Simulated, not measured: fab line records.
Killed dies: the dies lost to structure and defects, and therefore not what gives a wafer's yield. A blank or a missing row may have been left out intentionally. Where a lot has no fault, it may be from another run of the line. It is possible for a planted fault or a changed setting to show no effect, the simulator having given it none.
fab line records	flow berkeley_cmos170
[record] lots = 7	wafers = 21	last_day = 12
route steps=331 shown ACTIVE@78 PFIELD@79 FIELD@89 SACOX@97 SCREENOX@100 NVT@104 PVT@115
lots that met no fault: taken from a fault-free run of the same line
start_h: the number of hours between the record's first day and the start of the first shown wafer of the lot	wait_h: hours elapsed since this lot's preceding step	" the same as in the row above	L1.1+2: several wafers, shown together as one row	- no value present, or no start provided	* or withheld: withheld	< > ~ a bound
route shown NAME@n: names a module that has steps shown in the file, with the first one's number in the route	usual: average and standard deviation across the fault-free wafers	same: alike in all rows	chamber/n: place in a boat	sites: the reading at each site	_std_site: standard deviation of those values	_edge_site: the outer-site mean with the inner-site mean subtracted	radius_mm: how far each site lies from the wafer's centre	mask NAME#n: copy n	behind: tool/chamber where the wafer was last shaped	hold: what put the lot on hold/how long, in hours/how the hold closed	device: which transistor (n, p or np) failed to switch	end of line: the route-end tests of the same wafers	a step without rows: its recipe alone	killed: dies lost to structure and defects at the first sort, not the wafer's yield	map: dies across one wafer; x = killed, . = not, _ = none there
set.NAME: the setting that was run; set.NAME@STEP: the one run at that earlier step	model.NAME: the simulator's own value behind a step, which no gauge read
a table for each step, a row for each wafer; lots at some steps of the route
services: the hour from which a tool's chamber was out of use, counted from the record's first day as start_h (under 0 if before that day), plus the number of hours and why
[[steps]]
[step UCB170_ACTIVE_CLEAN_17]
[recipe] chemistry = SPM	temp_c = 120	time_s = 600
[step UCB170_PFIELD_HMDS_00]
[recipe] prime_time_s = 60	prime_temp_c = 100
[step UCB170_PFIELD_COAT_01]
[recipe] resist = KrF	spin_rpm = 1500	resist_thk_nm = 900
[step UCB170_PFIELD_SOFTBAKE_02]
[recipe] resist = KrF	temp_c = 130	time_s = 60
[step UCB170_PFIELD_EXPOSE_03]
[recipe] mask_id = PFIELD	na = 0.5	sigma_outer = 0.6	source_shape = conventional	target_cd_nm = 1500	dose_mj = 30
[step UCB170_PFIELD_PEB_04]
[recipe] peb_temp_c = 130	peb_time_s = withheld	resist = KrF
[step UCB170_PFIELD_DEVELOP_05]
[recipe] developer = TMAH	develop_time_s = 45	resist = KrF	dev_temp_c = 21
[step UCB170_PFIELD_OVL_MEAS_06]
[usual] PFIELD_OVL = 0/5.4
lot.wafer	tool	chamber	start_h	wait_h	PFIELD_OVL[nm]
L556.1	overlay-01	-	125.18	-	-2
L556.3	"	-	"	"	-2
L556.4	"	-	"	"	2
L560.1	overlay-01	-	131.54	-	-6
L560.3	"	-	"	"	-7
L560.6	"	-	"	"	-6
L561.2	overlay-01	-	151.46	-	5
L561.3	"	-	"	"	5
L561.6	"	-	"	"	7
L562.1	overlay-02	-	152.40	-	-2
L562.3	"	-	"	"	2
L562.6	"	-	"	"	1
L563.1	overlay-01	-	152.62	-	7
L563.2	"	-	"	"	12
L563.5	"	-	"	"	9
L569.3	overlay-01	-	182.33	-	7
L569.5	"	-	"	"	3
L569.6	"	-	"	"	7
L568.2	overlay-02	-	191.32	-	0
L568.4	"	-	"	"	-2
L568.6	"	-	"	"	-4
[step UCB170_PFIELD_IMPLANT_07]
[recipe] species = B	dose_cm2 = 2e+13	energy_kev = 80	tilt_deg = 7
[step UCB170_PFIELD_STRIP_08]
[recipe] chemistry = O2	power_w = 400	pressure_mtorr = 3500	platen_temp_c = withheld	o2_flow_sccm = 400	overash_fraction = 0.5
[usual] drypump_motor_current_A = 5.89/0.24	oes_product_au = 0.735/0.005	strip_time_to_endpoint_s = 21.70/0.06
lot.wafer	tool	chamber	start_h	wait_h	drypump_motor_current_A	oes_product_au	rf_hours_counter_h	strip_time_to_endpoint_s
L556.1	plasma_asher-02	1	125.36	0.1	6.07	0.728	1	21.69
L556.3	"	0	"	"	5.93	0.738	-	21.74
L556.4	"	1	"	"	6.08	0.742	-	21.71
L560.1	plasma_asher-02	0	131.73	0.1	5.92	0.740	2	21.77
L560.3	"	1	"	"	6.08	0.731	-	21.73
L560.6	"	1	"	"	6.10	0.732	-	21.77
L561.2	plasma_asher-04	0	151.64	0.1	5.82	0.736	48	21.69
L561.3	"	1	"	"	6.22	0.733	-	21.76
L561.6	"	0	"	"	5.81	0.739	-	21.72
L562.1	plasma_asher-04	0	152.59	0.1	5.83	0.735	48	21.71
L562.3	"	1	"	"	6.21	0.734	-	21.69
L562.6	"	0	"	"	5.83	0.731	-	21.70
L563.1	plasma_asher-01	0	152.81	0.1	5.54	0.724	38	21.74
L563.2	"	1	"	"	5.59	0.740	38	21.75
L563.5	"	0	"	"	5.54	0.735	-	21.73
L569.3	plasma_asher-01	0	182.53	0.1	5.53	0.737	-	21.67
L569.5	"	1	"	"	5.58	0.728	-	21.58
L569.6	"	0	"	"	5.51	0.734	-	21.69
L568.2	plasma_asher-04	0	191.50	0.1	5.83	0.734	53	21.81
L568.4	"	0	"	"	5.83	0.732	-	21.80
L568.6	"	1	"	"	6.18	0.734	-	21.78
[step UCB170_PFIELD_TW_MEAS_09]
[usual] PFIELD_TW = 599.3/2.4
lot.wafer	tool	chamber	start_h	wait_h	PFIELD_TW
L556.1	film_metro-01	-	125.46	0.1	602.5
L556.3	"	-	"	"	599.8
L556.4	"	-	"	"	600.5
L560.1	film_metro-04	-	131.83	0.1	599.2
L560.3	"	-	"	"	601.5
L560.6	"	-	"	"	598.3
L561.2	film_metro-02	-	151.75	0.1	599.0
L561.3	"	-	"	"	601.6
L561.6	"	-	"	"	599.4
L562.1	film_metro-02	-	152.69	0.1	602.7
L562.3	"	-	"	"	600.8
L562.6	"	-	"	"	599.1
L563.1	film_metro-02	-	152.91	0.1	599.7
L563.2	"	-	"	"	600.1
L563.5	"	-	"	"	604.0
L569.3	film_metro-02	-	182.62	0.1	595.4
L569.5	"	-	"	"	595.8
L569.6	"	-	"	"	598.6
L568.2	film_metro-04	-	191.61	0.1	597.3
L568.4	"	-	"	"	597.4
L568.6	"	-	"	"	598.1
[step UCB170_FIELD_CLEAN_00]
[recipe] chemistry = dHF	dilution = 25:1	time_s = 7.5
[step UCB170_FIELD_OXIDATION_01]
[recipe] temp_c = 1000	ambient = H2O	p_h2o_torr = 584.62	target_thk_a = 5583	ox_time_s = 7200
[usual] spike_tc_centre_C = 1002.0/1.2	spike_tc_load_C = 1022.7/1.9	tube_center_temp_C = 1000/0.088	tube_center_temp_C_max = 1002.5/0.42
[same] ox_time_s = 7200
lot.wafer	tool	chamber	start_h	wait_h	spike_tc_centre_C	spike_tc_load_C	tube_center_temp_C	tube_center_temp_C_max	model.SiO2_of_FIELD_OXIDATION_01.thk_nm
L556.1	furnace-04	0	127.63	1.8	1001.7	1020.3	1000.1	1003.0	559.5
L556.3	"	0	"	"	1003.1	1021.8	999.98	1002.1	548.2
L556.4	"	0	"	"	1001.8	1023.1	999.94	1002.3	569.3
L560.1	furnace-01	0	132.98	1.1	1001.8	1024.2	999.9	1001.8	555.5
L560.3	"	0	"	"	1000.7	1025.0	1000	1002.8	559.3
L560.6	"	0	"	"	1001.7	1025.0	999.92	1001.9	565.2
L561.2	furnace-01	0	153.87	2.1	1006.9	1033.8	1008	1010.3	589.9
L561.3	"	0	"	"	1010.3	1033.1	1007.9	1010.1	592.4
L561.6	"	0	"	"	1007.8	1034.1	1007.9	1010.7	598.3
L562.1	furnace-01	0	153.87	1.1	1009.4	1031.4	1008.1	1011.0	603.9
L562.3	"	0	"	"	1008.3	1032.9	1008.1	1010.0	601.2
L562.6	"	0	"	"	1010.0	1033.4	1007.9	1010.6	596.6
L563.1	furnace-01	0	153.87	0.9	1008.3	1032.2	1008.1	1010.5	578.6
L563.2	"	0	"	"	1009.8	1033.0	1008	1010.4	584.3
L563.5	"	0	"	"	1009.3	1033.7	1008	1010.3	571.2
L569.3	furnace-04	0	185.84	3.2	1002.4	1021.1	999.94	1002.3	576.4
L569.5	"	0	"	"	1002.4	1021.0	999.93	1003.1	571.2
L569.6	"	0	"	"	1002.4	1021.6	999.94	1002.4	572.6
L568.2	furnace-04	0	194.43	0.7	1002.0	1022.2	1000.1	1002.7	553.9
L568.4	"	0	"	"	1002.5	1018.5	1000.2	1002.8	561.2
L568.6	"	0	"	"	1003.2	1022.6	1000	1002.2	557.2
[step UCB170_FIELD_THK_MEAS_02]
[recipe] reads = SiO2_of_FIELD_OXIDATION_01
[usual] FIELD_OXIDE_THK = 560/9.2
lot.wafer	tool	chamber	start_h	wait_h	FIELD_OXIDE_THK[nm]
L556.1	film_metro-04	-	130.63	0.0	559
L556.3	"	-	"	"	548
L556.4	"	-	"	"	569
L560.1	film_metro-03	-	136.04	0.1	555
L560.3	"	-	"	"	559
L560.6	"	-	"	"	565
L562.1	film_metro-04	-	156.87	0.0	604
L562.3	"	-	"	"	602
L562.6	"	-	"	"	596
L563.1	film_metro-03	-	156.87	0.0	578
L563.2	"	-	"	"	585
L563.5	"	-	"	"	572
L561.2	film_metro-01	-	156.88	0.0	589
L561.3	"	-	"	"	592
L561.6	"	-	"	"	598
L569.3	film_metro-04	-	188.86	0.0	577
L569.5	"	-	"	"	571
L569.6	"	-	"	"	573
L568.2	film_metro-01	-	197.44	0.0	554
L568.4	"	-	"	"	561
L568.6	"	-	"	"	557
[step UCB170_FIELD_ANNEAL_03]
[recipe] temp_c = 1000	time_s = 1200	ambient = N2
[step UCB170_FIELD_WET_ETCH_04]
[recipe] chemistry = dHF	dilution = 10:1	target = SiO2	temp_c = 25	time_s = 60
[step UCB170_FIELD_WET_ETCH_05]
[recipe] chemistry = H3PO4	target = Si3N4	temp_c = 160	time_s = 12600
[step UCB170_FIELD_WET_ETCH_06]
[recipe] chemistry = BOE	dilution = 5:1	target = SiO2	temp_c = 25	time_s = 22
lot.wafer	tool	chamber	start_h	wait_h	model.SiO2_of_FIELD_OXIDATION_01.thk_nm
L556.1	wet_bench-01	3	136.90	0.0	442.9
L556.3	"	3	"	"	431.6
L556.4	"	3	"	"	452.9
L560.1	wet_bench-01	3	142.35	0.0	437.8
L560.3	"	3	"	"	441.9
L560.6	"	3	"	"	447.9
L561.2	wet_bench-01	3	164.39	0.0	474
L561.3	"	3	"	"	476.6
L561.6	"	3	"	"	482.5
L562.1	wet_bench-01	0	164.39	0.0	487.9
L562.3	"	0	"	"	484.9
L562.6	"	0	"	"	480.4
L563.1	wet_bench-01	0	164.39	0.0	461.2
L563.2	"	0	"	"	467.2
L563.5	"	0	"	"	453.9
L569.3	wet_bench-01	1	197.27	0.0	460.1
L569.5	"	1	"	"	454.9
L569.6	"	1	"	"	456.5
L568.2	wet_bench-04	1	205.07	0.0	437.7
L568.4	"	1	"	"	445.1
L568.6	"	1	"	"	441.4
[step UCB170_FIELD_THK_MEAS_90]
[recipe] reads = SiO2_of_FIELD_OXIDATION_01
[usual] FIELD_OXIDE_LEFT_1_THK = 443/9.1
lot.wafer	tool	chamber	start_h	wait_h	FIELD_OXIDE_LEFT_1_THK[nm]
L556.1	film_metro-03	-	136.96	0.0	443
L556.3	"	-	"	"	432
L556.4	"	-	"	"	453
L560.1	film_metro-03	-	142.37	0.0	438
L560.3	"	-	"	"	442
L560.6	"	-	"	"	448
L562.1	film_metro-03	-	164.40	0.0	488
L562.3	"	-	"	"	485
L562.6	"	-	"	"	481
L563.1	film_metro-01	-	164.40	0.0	462
L563.2	"	-	"	"	467
L563.5	"	-	"	"	454
L561.2	film_metro-04	-	164.41	0.0	474
L561.3	"	-	"	"	477
L561.6	"	-	"	"	482
L569.3	film_metro-04	-	197.31	0.0	460
L569.5	"	-	"	"	455
L569.6	"	-	"	"	456
L568.2	film_metro-01	-	205.17	0.1	438
L568.4	"	-	"	"	445
L568.6	"	-	"	"	442
[step UCB170_SACOX_CLEAN_00]
[recipe] chemistry = dHF	dilution = 25:1	time_s = 7.5
[step UCB170_SACOX_OXIDATION_01]
[recipe] temp_c = 900	ambient = O2	target_thk_a = 144	ox_time_s = 2400
[step UCB170_SACOX_THK_MEAS_02]
[recipe] reads = SiO2_of_SACOX_OXIDATION_01
[usual] SACOX_OXIDE_THK = 14.53/0.21
lot.wafer	tool	chamber	start_h	wait_h	SACOX_OXIDE_THK[nm]
L556.1	film_metro-02	-	141.73	0.0	14.42
L556.3	"	-	"	"	14.51
L556.4	"	-	"	"	14.58
L560.1	film_metro-03	-	145.85	0.0	14.64
L560.3	"	-	"	"	14.71
L560.6	"	-	"	"	14.63
L562.1	film_metro-03	-	166.20	0.0	15.03
L562.3	"	-	"	"	14.84
L562.6	"	-	"	"	14.96
L563.1	film_metro-02	-	166.20	0.0	14.72
L563.2	"	-	"	"	14.60
L563.5	"	-	"	"	14.57
L561.2	film_metro-04	-	166.21	0.0	14.56
L561.3	"	-	"	"	14.32
L561.6	"	-	"	"	14.43
L569.3	film_metro-04	-	199.33	0.1	14.87
L569.5	"	-	"	"	14.94
L569.6	"	-	"	"	14.83
L568.2	film_metro-04	-	210.69	0.0	14.92
L568.4	"	-	"	"	14.64
L568.6	"	-	"	"	14.86
[step UCB170_SCREENOX_WET_ETCH_00]
[recipe] chemistry = dHF	dilution = 25:1	target = SiO2	temp_c = 25	time_s = 200
[step UCB170_SCREENOX_OXIDATION_01]
[recipe] temp_c = 900	ambient = O2	target_thk_a = 144	ox_time_s = 2400
[step UCB170_SCREENOX_THK_MEAS_02]
[recipe] reads = SiO2_of_SCREENOX_OXIDATION_01
[usual] SCREENOX_OXIDE_THK = 14.53/0.26
lot.wafer	tool	chamber	start_h	wait_h	SCREENOX_OXIDE_THK[nm]
L556.1	film_metro-03	-	144.65	0.0	14.61
L556.3	"	-	"	"	14.70
L556.4	"	-	"	"	14.65
L560.1	film_metro-03	-	147.65	0.0	14.92
L560.3	"	-	"	"	14.89
L560.6	"	-	"	"	14.94
L562.1	film_metro-02	-	169.12	0.0	14.58
L562.3	"	-	"	"	15.10
L562.6	"	-	"	"	14.81
L563.1	film_metro-01	-	169.12	0.0	14.27
L563.2	"	-	"	"	14.67
L563.5	"	-	"	"	14.58
L561.2	film_metro-03	-	169.13	0.0	14.48
L561.3	"	-	"	"	14.55
L561.6	"	-	"	"	14.43
L569.3	film_metro-01	-	203.54	0.0	14.14
L569.5	"	-	"	"	14.52
L569.6	"	-	"	"	14.10
L568.2	film_metro-01	-	216.71	0.0	14.33
L568.4	"	-	"	"	14.50
L568.6	"	-	"	"	14.36
[step UCB170_SCREENOX_ANNEAL_03]
[recipe] temp_c = 900	time_s = 900	ambient = N2
[step UCB170_NVT_HMDS_00]
[recipe] prime_time_s = 60	prime_temp_c = 100
[step UCB170_NVT_COAT_01]
[recipe] resist = KrF	spin_rpm = 1500	resist_thk_nm = 900
[step UCB170_NVT_SOFTBAKE_02]
[recipe] resist = KrF	temp_c = 130	time_s = 60
[step UCB170_NVT_EXPOSE_03]
[recipe] mask_id = PWELL	target_cd_nm = 3000	na = 0.5	sigma_outer = 0.6	source_shape = conventional	dose_mj = 30
[step UCB170_NVT_PEB_04]
[recipe] peb_temp_c = 130	peb_time_s = withheld	resist = KrF
[step UCB170_NVT_DEVELOP_05]
[recipe] developer = TMAH	develop_time_s = 45	resist = KrF	dev_temp_c = 21
[step UCB170_NVT_OVL_MEAS_06]
[usual] NVT_OVL = 1/5.9
lot.wafer	tool	chamber	start_h	wait_h	NVT_OVL[nm]
L556.1	overlay-01	-	148.99	-	-1
L556.3	"	-	"	"	-10
L556.4	"	-	"	"	-3
L560.1	overlay-01	-	151.87	-	-7
L560.3	"	-	"	"	-6
L560.6	"	-	"	"	3
L561.2	overlay-02	-	172.72	-	-1
L561.3	"	-	"	"	5
L561.6	"	-	"	"	5
L563.1	overlay-01	-	172.99	-	-7
L563.2	"	-	"	"	-2
L563.5	"	-	"	"	-10
L562.1	overlay-02	-	173.13	-	6
L562.3	"	-	"	"	4
L562.6	"	-	"	"	5
L569.3	overlay-01	-	208.47	-	3
L569.5	"	-	"	"	6
L569.6	"	-	"	"	7
L568.2	overlay-02	-	222.80	-	3
L568.4	"	-	"	"	2
L568.6	"	-	"	"	0
[step UCB170_NVT_IMPLANT_07]
[recipe] species = BF2	dose_cm2 = 3e+12	energy_kev = 50	tilt_deg = 7
[step UCB170_NVT_STRIP_08]
[recipe] chemistry = O2	power_w = 400	pressure_mtorr = 3500	platen_temp_c = withheld	o2_flow_sccm = 400	overash_fraction = 0.5
[usual] drypump_motor_current_A = 5.97/0.16	oes_product_au = 0.734/0.0039	strip_time_to_endpoint_s = 21.67/0.062
lot.wafer	tool	chamber	start_h	wait_h	drypump_motor_current_A	oes_product_au	rf_hours_counter_h	strip_time_to_endpoint_s
L556.1	plasma_asher-04	0	149.18	0.1	5.79	0.729	48	21.64
L556.3	"	1	"	"	6.19	0.729	-	21.67
L556.4	"	0	"	"	5.82	0.734	-	21.70
L560.1	plasma_asher-02	0	152.05	0.1	5.90	0.735	4	21.71
L560.3	"	1	"	"	6.08	0.730	-	21.67
L560.6	"	1	"	"	6.10	0.734	-	21.76
L561.2	plasma_asher-04	0	172.90	0.1	5.80	0.734	51	21.61
L561.3	"	0	"	"	5.83	0.732	-	21.58
L561.6	"	0	"	"	5.79	0.730	-	21.59
L563.1	plasma_asher-03	0	173.17	0.1	6.00	0.725	48	21.79
L563.2	"	1	"	"	5.70	0.736	48	21.71
L563.5	"	1	"	"	5.71	0.741	-	21.74
L562.1	plasma_asher-02	1	173.32	0.1	6.07	0.734	7	21.72
L562.3	"	1	"	"	6.08	0.737	-	21.72
L562.6	"	0	"	"	5.94	0.741	-	21.72
L569.3	plasma_asher-02	0	208.67	0.1	5.90	0.731	-	21.64
L569.5	"	1	"	"	6.08	0.744	-	21.61
L569.6	"	0	"	"	5.92	0.734	-	21.63
L568.2	plasma_asher-03	0	222.98	0.1	6.01	0.739	53	21.65
L568.4	"	1	"	"	5.73	0.740	-	21.62
L568.6	"	0	"	"	6.00	0.732	-	21.67
[step UCB170_NVT_TW_MEAS_09]
[usual] NVT_TW = 522.1/2.1
lot.wafer	tool	chamber	start_h	wait_h	NVT_TW
L556.1	film_metro-04	-	149.32	0.1	521.3
L556.3	"	-	"	"	520.8
L556.4	"	-	"	"	520.7
L560.1	film_metro-01	-	152.21	0.1	524.3
L560.3	"	-	"	"	523.4
L560.6	"	-	"	"	522.6
L561.2	film_metro-04	-	173.01	0.1	522.4
L561.3	"	-	"	"	523.0
L561.6	"	-	"	"	518.3
L563.1	film_metro-01	-	173.27	0.1	518.8
L563.2	"	-	"	"	521.2
L563.5	"	-	"	"	520.8
L562.1	film_metro-02	-	173.42	0.1	521.3
L562.3	"	-	"	"	519.0
L562.6	"	-	"	"	521.3
L569.3	film_metro-02	-	208.76	0.1	520.2
L569.5	"	-	"	"	520.5
L569.6	"	-	"	"	523.7
L568.2	film_metro-02	-	223.09	0.1	521.6
L568.4	"	-	"	"	521.5
L568.6	"	-	"	"	520.3
[step UCB170_NVT_CLEAN_10]
[recipe] chemistry = SPM	temp_c = 120	time_s = 600
[step UCB170_PVT_HMDS_00]
[recipe] prime_time_s = 60	prime_temp_c = 100
[step UCB170_PVT_COAT_01]
[recipe] resist = KrF	spin_rpm = 1500	resist_thk_nm = 900
[step UCB170_PVT_SOFTBAKE_02]
[recipe] resist = KrF	temp_c = 130	time_s = 60
[step UCB170_PVT_EXPOSE_03]
[recipe] mask_id = NWELL	target_cd_nm = 3000	na = 0.5	sigma_outer = 0.6	source_shape = conventional	dose_mj = 30
[step UCB170_PVT_PEB_04]
[recipe] peb_temp_c = 130	peb_time_s = withheld	resist = KrF
[step UCB170_FIELD_THK_MEAS_91]
[recipe] reads = SiO2_of_FIELD_OXIDATION_01
[usual] FIELD_OXIDE_LEFT_2_THK = 355/9
lot.wafer	tool	chamber	start_h	wait_h	FIELD_OXIDE_LEFT_2_THK[nm]
L556.1	film_metro-01	-	152.15	0.0	355
L556.3	"	-	"	"	344
L556.4	"	-	"	"	365
L560.1	film_metro-01	-	155.10	0.0	350
L560.3	"	-	"	"	354
L560.6	"	-	"	"	360
L561.2	film_metro-01	-	175.81	0.0	386
L561.3	"	-	"	"	389
L561.6	"	-	"	"	394
L562.1	film_metro-03	-	176.63	0.0	398
L562.3	"	-	"	"	395
L562.6	"	-	"	"	390
L563.1	film_metro-01	-	176.70	0.0	372
L563.2	"	-	"	"	378
L563.5	"	-	"	"	365
L569.3	film_metro-01	-	210.51	0.0	372
L569.5	"	-	"	"	366
L569.6	"	-	"	"	368
L568.2	film_metro-01	-	225.78	0.0	350
L568.4	"	-	"	"	357
L568.6	"	-	"	"	353
[[services]]
tool	chamber	start_h	hours	kind
plasma_asher-02	-	108.75	9.0	pm
plasma_asher-02	0	108.75	9.0	vent_cycle
plasma_asher-02	1	108.75	9.0	vent_cycle
plasma_asher-02	0	117.75	-	clean
plasma_asher-02	1	117.75	-	clean
plasma_asher-04	-	121.70	2.8	pm
plasma_asher-01	-	187.29	3.8	repair
furnace-04	-	202.28	3.0	pm
furnace-04	-	211.96	5.4	pm
[[key]]
[first_sign] step = UCB170_FIELD_OXIDATION_01	reading = tube_center_temp_C	direction = up	sigmas = 80	usual = *	struck = *
[effect] step = UCB170_FIELD_OXIDATION_01	reading = tube_center_temp_C_max	direction = up	sigmas = 19	usual = *	struck = *
[effect] step = UCB170_FIELD_THK_MEAS_02	reading = FIELD_OXIDE_THK	direction = up	sigmas = 3.4	usual = 560	struck = 591
[effect] step = UCB170_FIELD_THK_MEAS_90	reading = FIELD_OXIDE_LEFT_1_THK	direction = up	sigmas = 3.4	usual = 443	struck = 474
[effect] step = UCB170_FIELD_THK_MEAS_91	reading = FIELD_OXIDE_LEFT_2_THK	direction = up	sigmas = 3.4	usual = 355	struck = 385
[model_effect] step = UCB170_FIELD_OXIDATION_01	value = SiO2_of_FIELD_OXIDATION_01.thk_nm	without = 562.2	struck = 590.7
[model_effect] step = UCB170_FIELD_WET_ETCH_06	value = SiO2_of_FIELD_OXIDATION_01.thk_nm	without = 445.8	struck = 474.3
met_at UCB170_FIELD_OXIDATION_01
struck_wafers L561.2,L561.3,L561.6,L562.1,L562.3,L562.6,L563.1,L563.2,L563.5
rows_end L561.2,L561.3,L561.6,L562.1,L562.3,L562.6,L563.1
sort_left_out L563.2,L563.5
tester_left_out L563
onset_between 132.98 153.87
[fault] kind = process_parameter_drift	tool = furnace-01	chamber = -	onset_h = 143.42	steps = UCB170_FIELD_OXIDATION_01	channel = temp_c	offset = *	shape = step	end_h = 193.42	acts_in = *	stated = *
// tester_left_out: of these lots the tester's yield and bins aren't shown, on N5 and GAA mostly nor the transistor test; their killed dies are dies lost to structure and defects alone, not to doping, threshold or leakage, so they don't give the yield
// sort_left_out: the simulated sort isn't trusted on such a fault, so these wafers' sort isn't shown, and their yield isn't known
// rows_end: these wafers met a further fault down the route, and their rows from its step on are left out
